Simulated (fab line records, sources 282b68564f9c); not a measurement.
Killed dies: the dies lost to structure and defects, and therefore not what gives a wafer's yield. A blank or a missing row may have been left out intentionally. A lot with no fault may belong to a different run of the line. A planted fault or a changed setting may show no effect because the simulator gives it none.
Chamber matching :: flow ritCmos :: RIT_M1_STRIP_13 on wetBench-03: 4 sister chambers
The step strips in nmp, time 600 s. 8 wafers are shown with their chamber, then 7 later ones without.

== WAFERS WITH THEIR CHAMBER ==
wafer: L417.4
chamber: 2
bathHeatDutyPct (%): 17.6
bathGuardTempC (C): 80.2

wafer: L417.6
chamber: 2
bathHeatDutyPct (%): 17.8
bathGuardTempC (C): 80.3

wafer: L418.4
chamber: 1
bathHeatDutyPct (%): 15.4
bathGuardTempC (C): 80.0

wafer: L418.6
chamber: 1
bathHeatDutyPct (%): 16.5
bathGuardTempC (C): 80.1

wafer: L428.4
chamber: 3
bathHeatDutyPct (%): 16.9
bathGuardTempC (C): 80.1

wafer: L428.5
chamber: 3
bathHeatDutyPct (%): 16.4
bathGuardTempC (C): 80.2

wafer: L432.3
chamber: 0
bathHeatDutyPct (%): 19.1
bathGuardTempC (C): 80.7

wafer: L432.4
chamber: 0
bathHeatDutyPct (%): 19.9
bathGuardTempC (C): 80.4

== WAFERS MISSING THEIR CHAMBER ==
wafer: L432.5
bathHeatDutyPct (%): 20.6
bathGuardTempC (C): 80.5

wafer: L433.2
bathHeatDutyPct (%): 18.0
bathGuardTempC (C): 79.9

wafer: L433.4
bathHeatDutyPct (%): 16.5
bathGuardTempC (C): 79.8

wafer: L433.6
bathHeatDutyPct (%): 19.3
bathGuardTempC (C): 80.0

wafer: L440.3
bathHeatDutyPct (%): 16.3
bathGuardTempC (C): 80.1

wafer: L440.4
bathHeatDutyPct (%): 14.8
bathGuardTempC (C): 79.9

wafer: L440.6
bathHeatDutyPct (%): 15.1
bathGuardTempC (C): 79.5

== WHICH CHAMBER EACH WENT THROUGH ==
wafer: L432.5
from the rows above: 0
in truth: 0

wafer: L433.2
from the rows above: can't be placed: 2 or 3 or 1
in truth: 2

wafer: L433.4
from the rows above: can't be placed: 1 or 3
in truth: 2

wafer: L433.6
from the rows above: can't be placed: 2 or 0 or 3
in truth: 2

wafer: L440.3
from the rows above: can't be placed: 1 or 3
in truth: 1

wafer: L440.4
from the rows above: can't be placed: 1 or 3
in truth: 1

wafer: L440.6
from the rows above: can't be placed: 1 or 3
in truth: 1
1 of 7 placed correctly. Cannot be placed on the basis of these rows: 6; the candidates contain the true chamber in 5. Number placed wrongly: 0.
How it was worked out, from the rows above alone: a wafer's distance from a chamber is the root of the sum, over the readings, of the square of ((its reading less the chamber's mean) divided by the reading's scatter). The wafer belongs to the nearest chamber; if the next one is less than 2 further off, it can't be placed. A chamber's mean is the mean of its shown wafers. The scatter: take each reading less its chamber's mean, square it, sum over the shown wafers, divide by the number of wafers less the number of chambers, and take the root.
